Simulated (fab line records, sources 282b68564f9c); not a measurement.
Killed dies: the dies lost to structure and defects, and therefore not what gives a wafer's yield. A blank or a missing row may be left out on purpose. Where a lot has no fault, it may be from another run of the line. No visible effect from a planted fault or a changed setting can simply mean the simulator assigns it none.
Which tool did it?	flow rit-cmos	14 lots with 42 wafers sampled at 2 steps, on a route of 202 steps

== WHAT EACH GAUGE READ, for each wafer ==
No reading from a measuring or inspecting step in the record can be judged against a usual standard deviation.

== WHICH TOOL RAN EACH LOT (tool, then ch and the chambers of the sampled wafers, then the start) ==
lot	RIT_CONTACT_ETCH_11	RIT_M1_PROBE_99
L191	rie-diel-04 ch 0,3, day 3 07:10	-
L192	rie-diel-03 ch 0,2,3, day 3 13:31	prober-01, day 3 18:37
L193	rie-diel-03 ch 0,2, day 3 19:25	-
L194	rie-diel-04 ch 0,3, day 3 19:59	-
L195	rie-diel-03 ch 0,2, day 4 09:05	prober-01, day 4 14:16
L196	rie-diel-01 ch 2,3, day 4 09:32	prober-01, day 4 14:40
L197	rie-diel-03 ch 2,3, day 4 11:31	prober-01, day 4 16:41
L200	rie-diel-01 ch 0,2,3, day 5 06:26	-
L205	rie-diel-04 ch 0,1,3, day 6 03:19	-
L206	rie-diel-04 ch 0,1,2, day 6 10:02	-
L208	rie-diel-01 ch 0,1,3, day 6 17:39	-
L212	rie-diel-03 ch 0,1,3, day 7 14:39	prober-02, day 7 19:39
L213	rie-diel-01 ch 1,2, day 7 20:09	-
L214	rie-diel-04 ch 1,2,3, day 8 00:07	-
- RIT_CONTACT_ETCH_11: etches SiO2 in CHF3/CF4/Ar, stops on TiSi2, target depth 480 nm, time 320 s.
- RIT_M1_PROBE_99

== AS READ BY THE TOOLS THEMSELVES (means over the sampled wafers that have a number; for cases with no such wafer, the mark the record gives instead) ==
RIT_CONTACT_ETCH_11.
lot	tool	drypump-motor-current-A (A)	oes-product-au (a.u.)	rf-fwd-power-W (W)	throttle-valve-pct (%)
L191	rie-diel-04	6.4	1.009	199.8	8.87
L192	rie-diel-03	5.6	0.980	199.4	8.90
L193	rie-diel-03	5.0	0.984	199.1	8.89
L194	rie-diel-04	6.4	1.005	200.0	8.89
L195	rie-diel-03	5.0	0.979	299.6	8.89
L196	rie-diel-01	5.5	0.975	200.1	8.94
L197	rie-diel-03	5.6	0.981	299.2	8.88
L200	rie-diel-01	5.5	0.983	198.9	8.87
L205	rie-diel-04	6.2	1.007	199.0	8.86
L206	rie-diel-04	6.1	0.998	199.9	8.95
L208	rie-diel-01	5.6	0.983	199.6	8.88
L212	rie-diel-03	5.7	0.985	199.6	8.88
L213	rie-diel-01	5.6	0.990	199.5	9.00
L214	rie-diel-04	6.1	0.998	200.1	8.96

RIT_M1_PROBE_99.
lot	tool	killed_at_M0_to_M3	killed-at-front-end	killed-dies	killed-on-rim	killed-open	killed-short
L192	prober-01	0.0	5	5	1.3	2.3	2.3
L195	prober-01	0.0	3	3	0.0	1.7	1.3
L196	prober-01	0.0	6	6	1.0	2.7	3.7
L197	prober-01	0.0	9	9	2.3	6.0	2.7
L212	prober-02	0.0	5	5	1.3	3.0	2.3

== THE ANSWER, worked out from the rows above alone ==
Rule: usual is defined by the lots themselves. Put in order of their means at a reading, lots are off if they are a third of the lots or fewer, leave a main group of 4 or more, and stand apart from it by a gap of 3 or more times the standard deviation of the main group's means; of several such gaps the widest counts. Not used: any main group whose means are identical at the precision the tables above print for the reading. A lot without any number at a reading at which 4 lots or more have one is off too. The other lots that the step has rows for count as sound. After the gauges, taken in route order, come the tools' own readings; for these a lot's mean is taken, as printed above. At the first step where some lot is off, the reading lying furthest off is the one used; lots without a number count as furthest.
Off, at RIT_CONTACT_ETCH_11 on rf-fwd-power-W: L195, L197. The main group has a mean of 199.6 W with a standard deviation of 0.4.
If a tool, at that step or one of the process steps before it, ran each lot that is off and ran no sound lot following the first of them, it fits. No candidate that was tried fits.

== WHAT HAD BEEN PUT IN BY THE SIMULATOR ==
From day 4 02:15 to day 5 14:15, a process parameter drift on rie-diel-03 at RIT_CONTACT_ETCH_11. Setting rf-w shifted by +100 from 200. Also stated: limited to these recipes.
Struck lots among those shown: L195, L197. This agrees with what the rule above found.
